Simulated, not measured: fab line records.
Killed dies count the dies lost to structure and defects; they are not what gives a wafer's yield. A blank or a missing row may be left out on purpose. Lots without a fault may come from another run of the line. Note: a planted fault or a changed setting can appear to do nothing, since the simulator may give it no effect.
fab line records	flow berkeley_cmos170	part 1 of 2: steps 1 to 40 of 44
[record] lots = 7	wafers = 21	last_day = 13
route steps=331 shown GATE@141 PLDD@145 NLDD@158 SPACER@171 PSD@175 M3@331
lots untouched by any fault: they come from a run of this same line in which no faults occurred
start_h: the number of hours between the record's first day and the start of the first shown wafer of the lot	wait_h: how many hours have passed since the lot's step before this one	" the same as in the row above	L1.1+2: a row that stands for several wafers	- no value present, or no start provided	* or withheld: withheld	< > ~ a bound
route shown NAME@n: NAME is a module with steps in the file, n the number in the route of the first one	usual: mean and standard deviation over wafers with no fault	same: alike in all rows	chamber/n: place in a boat	sites: each site's reading	_std_site: the standard deviation of these	_edge_site: mean of outer sites minus mean of inner sites	radius_mm: how far each site lies from the wafer's centre	mask NAME#n: copy n	behind: the last tool/chamber to shape the wafer	hold: why the lot was held/for how many hours/how that ended	device: the transistor (n, p or np) that didn't switch	end of line: tests run on the same wafers once the route is complete	a step given without rows: its recipe and nothing more	killed: dies lost to structure and defects at the first sort, not the wafer's yield	map: a wafer's dies, x killed, . not, _ none there
set.NAME: the setting as run; set.NAME@STEP: as run at that earlier step	model.NAME: the simulator's own value behind a step, which no gauge read
a table for each step, a row for each wafer; lots at some steps of the route
services: when a tool's chamber went out of use (start_h, in hours from the record's first day, below 0 if earlier), for how many hours, and the reason
[[steps]]
[step UCB170_GATE_ETCH_15]
[recipe] chemistry = HBr/Cl2	target = poly-Si	stop_on = SiO2	over_etch_frac = 0.3	icp_w = 300	bias_w = 150	time_s = 56.3	pressure_mtorr = 15	HBr_flow_sccm = 150	Cl2_flow_sccm = 50	target_depth_a = 2782
[usual] chamber_pressure_mTorr = 15.001/0.014	drypump_motor_current_A = 5.4/0.44	oes_product_au = 0.827/0.014	throttle_valve_pct = 26.37/0.24
lot.wafer	tool	chamber	start_h	wait_h	chamber_pressure_mTorr	drypump_motor_current_A	oes_product_au	rf_hours_counter_h	throttle_valve_pct
L584.1	rie_si-01	0	155.44	-	14.999	4.9	0.857	32	26.60
L584.5	"	1	"	"	15.013	6.0	0.824	-	26.54
L584.6	"	0	"	"	15.001	5.0	0.846	-	26.59
L587.1	rie_si-01	1	182.81	-	14.979	5.9	0.830	2	26.52
L587.2	"	2	"	"	14.988	5.6	0.824	1	26.48
L587.4	"	3	"	"	14.988	5.4	0.820	2	26.05
L588.2	rie_si-02	2	197.28	-	15.009	4.7	0.815	99	25.86
L588.5	"	1	"	"	14.999	5.2	0.829	-	26.32
L588.6	"	3	"	"	14.992	5.4	0.823	-	26.43
L591.1	rie_si-02	3	197.52	-	15.005	5.4	0.836	1	26.42
L591.4	"	3	"	"	14.982	5.4	0.827	-	26.40
L591.6	"	2	"	"	14.982	4.7	0.826	-	25.88
L592.1	rie_si-01	1	217.68	-	15.011	5.9	0.827	2	26.54
L592.2	"	2	"	"	15.009	5.6	0.829	1	26.47
L592.4	"	3	"	"	14.982	5.4	0.818	2	26.05
L594.4	rie_si-01	2	218.52	-	14.999	5.6	0.831	1	26.46
L594.5	"	0	"	"	14.992	4.9	0.851	-	26.60
L594.6	"	3	"	"	15.001	5.4	0.812	-	26.06
L605.1	rie_si-01	0	260.11	-	14.984	4.9	0.849	33	26.60
L605.5	"	1	"	"	15.004	5.9	0.825	-	26.53
L605.6	"	0	"	"	14.972	4.9	0.850	-	26.59
[step UCB170_GATE_STRIP_16]
[recipe] chemistry = O2	power_w = 400	pressure_mtorr = 3500	platen_temp_c = withheld	o2_flow_sccm = 400	overash_fraction = 0.5
[usual] chamber_pressure_mTorr = 3500/3.2	drypump_motor_current_A = 5.6/0.34	oes_product_au = 0.724/0.0044
[same] overash_fraction = 0.5
lot.wafer	tool	chamber	start_h	wait_h	chamber_pressure_mTorr	drypump_motor_current_A	oes_product_au	rf_hours_counter_h
L584.1	plasma_asher-01	0	155.48	0.0	3504	5.2	0.724	40
L584.5	"	1	"	"	3499	5.7	0.730	-
L584.6	"	0	"	"	3503	5.2	0.717	-
L587.1	plasma_asher-03	0	182.86	0.0	3502	6.3	0.734	44
L587.2	"	1	"	"	3495	5.6	0.723	44
L587.4	"	1	"	"	3500	5.6	0.720	-
L588.2	plasma_asher-03	0	197.33	0.0	3501	6.3	0.722	46
L588.5	"	1	"	"	3503	5.6	0.724	-
L588.6	"	0	"	"	3506	6.3	0.720	-
L591.1	plasma_asher-03	0	197.57	0.0	3498	6.3	0.717	46
L591.4	"	0	"	"	3500	6.3	0.726	-
L591.6	"	0	"	"	3506	6.3	0.722	-
L592.1	plasma_asher-04	0	217.72	0.0	3498	5.3	0.725	37
L592.2	"	1	"	"	3498	5.5	0.722	37
L592.4	"	0	"	"	3498	5.4	0.724	-
L594.4	plasma_asher-01	0	218.60	0.1	3499	5.2	0.718	-
L594.5	"	0	"	"	3506	5.2	0.726	-
L594.6	"	1	"	"	3498	5.7	0.721	-
L605.1	plasma_asher-04	0	260.16	0.0	3495	5.4	0.729	43
L605.5	"	0	"	"	3500	5.3	0.718	-
L605.6	"	1	"	"	3502	5.5	0.722	-
[step UCB170_GATE_CD_MEAS_90]
[recipe] target_cd_nm = 350
[usual] cd_nm = 349.7/1.2
lot.wafer	tool	chamber	start_h	wait_h	cd_nm
L584.1	cd_sem-02	-	155.59	0.1	350.1
L584.5	"	-	"	"	350.2
L584.6	"	-	"	"	350.6
L587.1	cd_sem-01	-	182.96	0.1	349.3
L587.2	"	-	"	"	348.2
L587.4	"	-	"	"	348.6
L588.2	cd_sem-02	-	197.46	0.1	349.2
L588.5	"	-	"	"	350.2
L588.6	"	-	"	"	349.2
L591.1	cd_sem-01	-	197.67	0.1	349.6
L591.4	"	-	"	"	351.0
L591.6	"	-	"	"	350.5
L592.1	cd_sem-02	-	218.20	0.4	348.4
L592.2	"	-	"	"	347.9
L592.4	"	-	"	"	348.3
L594.4	cd_sem-01	-	219.10	0.5	348.4
L594.5	"	-	"	"	349.6
L594.6	"	-	"	"	348.4
L605.1	cd_sem-02	-	260.31	0.1	348.7
L605.5	"	-	"	"	348.2
L605.6	"	-	"	"	350.8
[step UCB170_GATE_CLEAN_17]
[recipe] chemistry = SPM	temp_c = 120	time_s = 600
[step UCB170_PLDD_HMDS_00]
[recipe] prime_time_s = 60	prime_temp_c = 100
[step UCB170_PLDD_COAT_01]
[recipe] resist = KrF	spin_rpm = 1500	resist_thk_nm = 900
[step UCB170_PLDD_SOFTBAKE_02]
[recipe] resist = KrF	temp_c = 130	time_s = 60
[step UCB170_PLDD_EXPOSE_03]
[recipe] mask_id = PSELECT	na = 0.5	sigma_outer = 0.6	source_shape = conventional	target_cd_nm = 1200	dose_mj = 30
[step UCB170_PLDD_PEB_04]
[recipe] peb_temp_c = 130	peb_time_s = withheld	resist = KrF
[step UCB170_PLDD_DEVELOP_05]
[recipe] developer = TMAH	develop_time_s = 45	resist = KrF	dev_temp_c = 21
[step UCB170_PLDD_CD_MEAS_06]
[recipe] target_cd_nm = 1200
[usual] cd_nm = 1200.3/1.5
lot.wafer	tool	chamber	start_h	wait_h	cd_nm
L584.1	cd_sem-02	-	157.55	-	1198.3
L584.5	"	-	"	"	1199.4
L584.6	"	-	"	"	1199.0
L587.1	cd_sem-02	-	184.12	-	1198.4
L587.2	"	-	"	"	1198.3
L587.4	"	-	"	"	1197.8
L591.1	cd_sem-02	-	202.28	-	1199.9
L591.4	"	-	"	"	1201.1
L591.6	"	-	"	"	1200.1
L588.2	cd_sem-01	-	202.45	-	1200.5
L588.5	"	-	"	"	1200.4
L588.6	"	-	"	"	1200.5
L592.1	cd_sem-01	-	221.42	-	1201.1
L592.2	"	-	"	"	1201.3
L592.4	"	-	"	"	1199.4
L594.4	cd_sem-02	-	222.30	-	1198.0
L594.5	"	-	"	"	1199.6
L594.6	"	-	"	"	1198.8
L605.1	cd_sem-02	-	263.60	-	1198.7
L605.5	"	-	"	"	1198.6
L605.6	"	-	"	"	1198.9
[step UCB170_PLDD_OVL_MEAS_07]
[usual] PLDD_OVL = 0/5.1
lot.wafer	tool	chamber	start_h	wait_h	PLDD_OVL[nm]
L584.1	overlay-02	-	157.67	0.1	6
L584.5	"	-	"	"	11
L584.6	"	-	"	"	-1
L587.1	overlay-01	-	184.24	0.1	1
L587.2	"	-	"	"	-1
L587.4	"	-	"	"	9
L591.1	overlay-02	-	202.40	0.1	4
L591.4	"	-	"	"	1
L591.6	"	-	"	"	0
L588.2	overlay-02	-	202.56	0.1	3
L588.5	"	-	"	"	0
L588.6	"	-	"	"	-5
L592.1	overlay-02	-	221.54	0.1	-2
L592.2	"	-	"	"	4
L592.4	"	-	"	"	4
L594.4	overlay-02	-	222.38	0.1	4
L594.5	"	-	"	"	8
L594.6	"	-	"	"	0
L605.1	overlay-01	-	263.72	0.1	-3
L605.5	"	-	"	"	-3
L605.6	"	-	"	"	3
[step UCB170_PLDD_IMPLANT_08]
[recipe] species = BF2	dose_cm2 = 5e+13	energy_kev = 10	tilt_deg = 7	rotation_deg = 0
[usual] beam_energy_keV = 10.000/0.0032	beam_on_s = 10.02/0.2	end_station_pressure_torr = 5.11e-06/2.9e-07	faraday_current_uA = 158/3.2
lot.wafer	tool	chamber	start_h	wait_h	beam_energy_keV	beam_on_s	end_station_pressure_torr	faraday_current_uA	model.implant.rp_nm	model.implant.drp_nm
L584.1	implanter-04	0	157.70	0.0	9.997	9.85	5.28e-06	162	10.37	6.005
L584.5	"	0	"	"	9.997	9.83	5.64e-06	161	10.37	6.005
L584.6	"	0	"	"	9.994	9.97	5.51e-06	159	10.37	6.005
L587.1	implanter-01	0	184.28	0.0	10.001	10.27	5.32e-06	154	10.15	6.005
L587.2	"	0	"	"	10.001	9.50	5.18e-06	167	10.15	6.005
L587.4	"	0	"	"	10.003	9.98	4.91e-06	159	10.15	6.005
L591.1	implanter-03	0	202.43	0.0	10.000	10.19	4.94e-06	155	10.11	6.005
L591.4	"	0	"	"	10.001	10.07	5.07e-06	158	10.11	6.005
L591.6	"	0	"	"	9.998	9.93	5.11e-06	159	10.11	6.005
L588.2	implanter-01	0	202.61	0.0	6.498	16.95	5.37e-06	93	7.592	4.475
L588.5	"	0	"	"	6.492	16.73	4.89e-06	95	7.592	4.475
L588.6	"	0	"	"	6.498	17.51	5.67e-06	91	7.592	4.475
L592.1	implanter-01	0	221.57	0.0	6.507	16.77	4.97e-06	95	7.568	4.475
L592.2	"	0	"	"	6.503	16.63	4.8e-06	96	7.568	4.475
L592.4	"	0	"	"	6.502	16.97	4.81e-06	94	7.568	4.475
L594.4	implanter-01	0	222.47	0.1	6.495	17.39	4.82e-06	91	7.371	4.475
L594.5	"	0	"	"	6.503	16.90	5.09e-06	94	7.371	4.475
L594.6	"	0	"	"	6.501	16.94	4.99e-06	94	7.371	4.475
L605.1	implanter-04	0	263.75	0.0	9.995	9.82	5.11e-06	162	10.16	6.005
L605.5	"	0	"	"	9.998	10.08	4.79e-06	158	10.16	6.005
L605.6	"	0	"	"	9.994	10.08	5.25e-06	157	10.16	6.005
[step UCB170_PLDD_IMPLANT_09]
[recipe] species = BF2	dose_cm2 = 5e+13	energy_kev = 10	tilt_deg = 7	rotation_deg = 180
[step UCB170_PLDD_STRIP_10]
[recipe] chemistry = O2	power_w = 400	pressure_mtorr = 3500	platen_temp_c = withheld	o2_flow_sccm = 400	overash_fraction = 0.5
[usual] chamber_pressure_mTorr = 3500/3	drypump_motor_current_A = 5.7/0.31	oes_product_au = 0.735/0.0044	strip_time_to_endpoint_s = 21.66/0.058
[same] overash_fraction = 0.5
lot.wafer	tool	chamber	start_h	wait_h	chamber_pressure_mTorr	drypump_motor_current_A	oes_product_au	rf_hours_counter_h	strip_time_to_endpoint_s
L584.1	plasma_asher-02	1	158.00	0.1	3503	6.1	0.737	4	21.68
L584.5	"	1	"	"	3504	6.1	0.730	-	21.65
L584.6	"	0	"	"	3497	5.9	0.735	-	21.66
L587.1	plasma_asher-01	1	184.58	0.1	3505	5.7	0.731	44	21.72
L587.2	"	0	"	"	3503	5.2	0.729	44	21.70
L587.4	"	0	"	"	3497	5.2	0.731	-	21.76
L591.1	plasma_asher-01	1	202.73	0.1	3497	5.7	0.739	46	21.71
L591.4	"	0	"	"	3499	5.2	0.728	-	21.71
L591.6	"	1	"	"	3504	5.7	0.732	-	21.73
L588.2	plasma_asher-01	0	202.89	0.1	3503	5.3	0.744	46	21.66
L588.5	"	1	"	"	3498	5.7	0.745	-	21.64
L588.6	"	0	"	"	3501	5.2	0.734	-	21.66
L592.1	plasma_asher-04	1	221.87	0.1	3500	5.5	0.730	37	21.73
L592.2	"	0	"	"	3501	5.3	0.740	37	21.73
L592.4	"	1	"	"	3498	5.5	0.741	-	21.67
L594.4	plasma_asher-02	0	222.73	0.1	3500	5.9	0.739	-	21.72
L594.5	"	1	"	"	3504	6.1	0.734	-	21.75
L594.6	"	0	"	"	3497	5.9	0.736	-	21.71
L605.1	plasma_asher-04	0	264.05	0.1	3496	5.3	0.733	44	21.68
L605.5	"	0	"	"	3505	5.4	0.741	-	21.71
L605.6	"	1	"	"	3504	5.5	0.730	-	21.60
[step UCB170_PLDD_TW_MEAS_11]
[usual] PLDD_TW = 1014/10
lot.wafer	tool	chamber	start_h	wait_h	PLDD_TW
L584.1	film_metro-02	-	158.10	0.1	1032
L584.5	"	-	"	"	1022
L584.6	"	-	"	"	1029
L587.1	film_metro-03	-	184.68	0.1	1017
L587.2	"	-	"	"	1014
L587.4	"	-	"	"	1017
L591.1	film_metro-01	-	202.83	0.1	998
L591.4	"	-	"	"	1001
L591.6	"	-	"	"	1003
L588.2	film_metro-01	-	203.00	0.1	948
L588.5	"	-	"	"	945
L588.6	"	-	"	"	952
L592.1	film_metro-01	-	221.97	0.1	948
L592.2	"	-	"	"	947
L592.4	"	-	"	"	945
L594.4	film_metro-03	-	222.83	0.1	959
L594.5	"	-	"	"	956
L594.6	"	-	"	"	960
L605.1	film_metro-02	-	264.15	0.1	1022
L605.5	"	-	"	"	1019
L605.6	"	-	"	"	1023
[step UCB170_PLDD_CLEAN_12]
[recipe] chemistry = SPM	temp_c = 120	time_s = 600
[step UCB170_NLDD_HMDS_00]
[recipe] prime_time_s = 60	prime_temp_c = 100
[step UCB170_NLDD_COAT_01]
[recipe] resist = KrF	spin_rpm = 1500	resist_thk_nm = 900
[step UCB170_NLDD_SOFTBAKE_02]
[recipe] resist = KrF	temp_c = 130	time_s = 60
[step UCB170_NLDD_EXPOSE_03]
[recipe] mask_id = NSELECT	na = 0.5	sigma_outer = 0.6	source_shape = conventional	target_cd_nm = 1200	dose_mj = 30
[step UCB170_NLDD_PEB_04]
[recipe] peb_temp_c = 130	peb_time_s = withheld	resist = KrF
[step UCB170_NLDD_DEVELOP_05]
[recipe] developer = TMAH	develop_time_s = 45	resist = KrF	dev_temp_c = 21
[step UCB170_NLDD_CD_MEAS_06]
[recipe] target_cd_nm = 1200
[usual] cd_nm = 1200.1/1.5
lot.wafer	tool	chamber	start_h	wait_h	cd_nm
L584.1	cd_sem-02	-	159.84	-	1201.0
L584.5	"	-	"	"	1200.5
L584.6	"	-	"	"	1201.4
L587.1	cd_sem-02	-	185.91	-	1200.0
L587.2	"	-	"	"	1199.4
L587.4	"	-	"	"	1200.1
L591.1	cd_sem-02	-	205.98	-	1201.3
L591.4	"	-	"	"	1200.7
L591.6	"	-	"	"	1198.7
L588.2	cd_sem-01	-	206.27	-	1200.7
L588.5	"	-	"	"	1198.6
L588.6	"	-	"	"	1199.8
L592.1	cd_sem-02	-	224.92	-	1198.4
L592.2	"	-	"	"	1197.6
L592.4	"	-	"	"	1197.8
L594.4	cd_sem-01	-	225.38	-	1200.5
L594.5	"	-	"	"	1199.7
L594.6	"	-	"	"	1200.1
L605.1	cd_sem-02	-	266.56	-	1198.8
L605.5	"	-	"	"	1199.5
L605.6	"	-	"	"	1197.9
[step UCB170_NLDD_OVL_MEAS_07]
[usual] NLDD_OVL = -2/5
lot.wafer	tool	chamber	start_h	wait_h	NLDD_OVL[nm]
L584.1	overlay-02	-	159.96	0.1	0
L584.5	"	-	"	"	-1
L584.6	"	-	"	"	-4
L587.1	overlay-02	-	186.03	0.1	7
L587.2	"	-	"	"	1
L587.4	"	-	"	"	4
L591.1	overlay-01	-	206.10	0.1	-6
L591.4	"	-	"	"	-1
L591.6	"	-	"	"	9
L588.2	overlay-01	-	206.38	0.1	-2
L588.5	"	-	"	"	-5
L588.6	"	-	"	"	-5
L592.1	overlay-02	-	225.04	0.1	-7
L592.2	"	-	"	"	-5
L592.4	"	-	"	"	-5
L594.4	overlay-02	-	225.46	0.1	-3
L594.5	"	-	"	"	-5
L594.6	"	-	"	"	-7
L605.1	overlay-02	-	266.68	0.1	-3
L605.5	"	-	"	"	-2
L605.6	"	-	"	"	-5
[step UCB170_NLDD_IMPLANT_08]
[recipe] species = As	dose_cm2 = 5e+13	energy_kev = 30	tilt_deg = 7	rotation_deg = 0
[step UCB170_NLDD_IMPLANT_09]
[recipe] species = As	dose_cm2 = 5e+13	energy_kev = 30	tilt_deg = 7	rotation_deg = 180
[step UCB170_NLDD_STRIP_10]
[recipe] chemistry = O2	power_w = 400	pressure_mtorr = 3500	platen_temp_c = withheld	o2_flow_sccm = 400	overash_fraction = 0.5
[usual] chamber_pressure_mTorr = 3500/3.2	drypump_motor_current_A = 5.8/0.31	oes_product_au = 0.735/0.0042	strip_time_to_endpoint_s = 21.64/0.055
[same] overash_fraction = 0.5
lot.wafer	tool	chamber	start_h	wait_h	chamber_pressure_mTorr	drypump_motor_current_A	oes_product_au	rf_hours_counter_h	strip_time_to_endpoint_s
L584.1	plasma_asher-04	1	160.30	0.1	3502	5.5	0.729	34	21.64
L584.5	"	0	"	"	3499	5.3	0.739	-	21.61
L584.6	"	1	"	"	3492	5.5	0.737	-	21.60
L587.1	plasma_asher-02	1	186.37	0.1	3507	6.1	0.729	9	21.61
L587.2	"	0	"	"	3499	5.9	0.735	9	21.64
L587.4	"	0	"	"	3499	5.9	0.729	-	21.62
L591.1	plasma_asher-02	1	206.43	0.1	3494	6.1	0.733	12	21.58
L591.4	"	0	"	"	3497	5.9	0.736	-	21.68
L591.6	"	0	"	"	3502	5.9	0.731	-	21.62
L588.2	plasma_asher-02	1	206.73	0.1	3504	6.1	0.733	12	21.54
L588.5	"	1	"	"	3504	6.1	0.738	-	21.59
L588.6	"	0	"	"	3495	5.9	0.736	-	21.60
L592.1	plasma_asher-04	1	225.37	0.1	3501	5.5	0.736	38	21.71
L592.2	"	0	"	"	3499	5.3	0.738	38	21.67
L592.4	"	0	"	"	3500	5.4	0.738	-	21.62
L594.4	plasma_asher-03	0	225.81	0.1	3501	6.3	0.739	-	21.63
L594.5	"	0	"	"	3501	6.3	0.746	-	21.67
L594.6	"	1	"	"	3501	5.6	0.734	-	21.63
L605.1	plasma_asher-04	1	267.02	0.1	3499	5.5	0.733	45	21.64
L605.5	"	1	"	"	3502	5.5	0.730	-	21.68
L605.6	"	0	"	"	3499	5.3	0.731	-	21.68
[step UCB170_NLDD_TW_MEAS_11]
[usual] NLDD_TW = 2217/26
lot.wafer	tool	chamber	start_h	wait_h	NLDD_TW
L584.1	film_metro-01	-	160.40	0.1	2199
L584.5	"	-	"	"	2184
L584.6	"	-	"	"	2193
L587.1	film_metro-01	-	186.47	0.1	2201
L587.2	"	-	"	"	2196
L587.4	"	-	"	"	2202
L591.1	film_metro-01	-	206.53	0.1	2206
L591.4	"	-	"	"	2198
L591.6	"	-	"	"	2197
L588.2	film_metro-01	-	206.84	0.1	2192
L588.5	"	-	"	"	2197
L588.6	"	-	"	"	2189
L592.1	film_metro-02	-	225.47	0.1	2245
L592.2	"	-	"	"	2253
L592.4	"	-	"	"	2254
L594.4	film_metro-01	-	225.91	0.1	2182
L594.5	"	-	"	"	2189
L594.6	"	-	"	"	2188
L605.1	film_metro-03	-	267.12	0.1	2227
L605.5	"	-	"	"	2226
L605.6	"	-	"	"	2236
[step UCB170_NLDD_CLEAN_12]
[recipe] chemistry = SPM	temp_c = 120	time_s = 600
[step UCB170_SPACER_CVD_00]
[recipe] material = SiO2	target_thk_nm = 376	temp_c = 390	precursor = TEOS/O2	time_s = 47	rf_w = 550	pressure_mtorr = 9000
[usual] heater_power_w = 250/57
lot.wafer	tool	chamber	start_h	wait_h	heater_power_w
L584.1	pecvd-03	0	160.74	0.0	143
L584.5	"	2	"	"	313
L584.6	"	1	"	"	250
L587.1	pecvd-03	2	186.71	0.0	336
L587.2	"	1	"	"	254
L587.4	"	1	"	"	263
L591.1	pecvd-01	2	206.77	0.0	250
L591.4	"	2	"	"	254
L591.6	"	0	"	"	251
L588.2	pecvd-03	2	207.07	0.0	266
L588.5	"	0	"	"	191
L588.6	"	2	"	"	279
L592.1	pecvd-03	0	225.71	0.0	185
L592.2	"	1	"	"	184
L592.4	"	1	"	"	208
L594.4	pecvd-01	1	226.27	0.0	221
L594.5	"	2	"	"	262
L594.6	"	0	"	"	242
L605.1	pecvd-03	2	267.35	0.0	333
L605.5	"	1	"	"	212
L605.6	"	2	"	"	238
[step UCB170_SPACER_THK_MEAS_01]
[recipe] reads = SiO2_of_SPACER_CVD_00
[usual] SPACER_TEOS_THK = 376/4.4
lot.wafer	tool	chamber	start_h	wait_h	SPACER_TEOS_THK[nm]
L584.1	film_metro-04	-	160.78	0.0	367
L584.5	"	-	"	"	379
L584.6	"	-	"	"	382
L587.1	film_metro-03	-	186.75	0.0	373
L587.2	"	-	"	"	374
L587.4	"	-	"	"	379
L591.1	film_metro-04	-	206.81	0.0	374
L591.4	"	-	"	"	381
L591.6	"	-	"	"	380
L588.2	film_metro-03	-	207.12	0.0	377
L588.5	"	-	"	"	378
L588.6	"	-	"	"	379
L592.1	film_metro-04	-	225.75	0.0	372
L592.2	"	-	"	"	369
L592.4	"	-	"	"	374
L594.4	film_metro-04	-	226.33	0.0	379
L594.5	"	-	"	"	375
L594.6	"	-	"	"	382
L605.1	film_metro-04	-	267.39	0.0	374
L605.5	"	-	"	"	375
L605.6	"	-	"	"	373
[step UCB170_SPACER_ANNEAL_02]
[recipe] temp_c = 900	time_s = 1800	ambient = N2
[step UCB170_SPACER_ETCHBACK_03]
[recipe] stop_on = Si	target = SiO2	chemistry = CHF3/CF4/Ar	CHF3_flow_sccm = 50	cf4_flow_sccm = 10	Ar_flow_sccm = 120	pressure_mtorr = 200	rf_w = 500	target_depth_a = 3760	time_s = 100
[step UCB170_PSD_HMDS_00]
[recipe] prime_time_s = 60	prime_temp_c = 100
[step UCB170_PSD_COAT_01]
[recipe] resist = KrF	spin_rpm = 1500	resist_thk_nm = 900
[step UCB170_PSD_SOFTBAKE_02]
[recipe] resist = KrF	temp_c = 130	time_s = 60
[step UCB170_PSD_EXPOSE_03]
[recipe] mask_id = PSELECT_MOD	na = 0.5	sigma_outer = 0.6	source_shape = conventional	target_cd_nm = 1200	dose_mj = 30
[step UCB170_PSD_PEB_04]
[recipe] peb_temp_c = 130	peb_time_s = withheld	resist = KrF
[step UCB170_PSD_DEVELOP_05]
[recipe] developer = TMAH	develop_time_s = 45	resist = KrF	dev_temp_c = 21
[[key]]
[first_sign] step = UCB170_PLDD_IMPLANT_08	reading = beam_energy_keV	direction = down	sigmas = 99+	usual = 10.000	struck = 6.500
[effect] step = UCB170_PLDD_IMPLANT_08	reading = beam_on_s	direction = up	sigmas = 34	usual = 10.02	struck = 16.98
[effect] step = UCB170_PLDD_TW_MEAS_11	reading = PLDD_TW	direction = down	sigmas = 6	usual = 1014	struck = 951
[effect] step = UCB170_SDANNEAL_RS_MEAS_04	reading = PLDD_RS	direction = up	sigmas = 6.7	usual = 1031.3	struck = 1048.3
[model_effect] step = UCB170_PLDD_IMPLANT_08	value = implant.rp_nm	without = 10.28	struck = 7.51
[model_effect] step = UCB170_M3_PROBE_99	value = etest.pldd.line_ohm_um	without = 1801	struck = 1933
met_at UCB170_PLDD_IMPLANT_08
struck_wafers L588.2,L588.5,L588.6,L592.1,L592.2,L592.4,L594.4,L594.5,L594.6
tester_left_out L588,L592,L594
onset_between 184.28 202.61
[fault] kind = process_parameter_drift	tool = implanter-01	chamber = -	onset_h = 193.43	steps = UCB170_PLDD_IMPLANT_08	channel = energy_kev	offset = -3.5	shape = step	end_h = 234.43	acts_in = these_recipes_only	stated = 10
// tester_left_out: of these lots the tester's yield and bins aren't shown, on N5 and GAA mostly nor the transistor test; their killed dies are dies lost to structure and defects alone, not to doping, threshold or leakage, so they don't give the yield
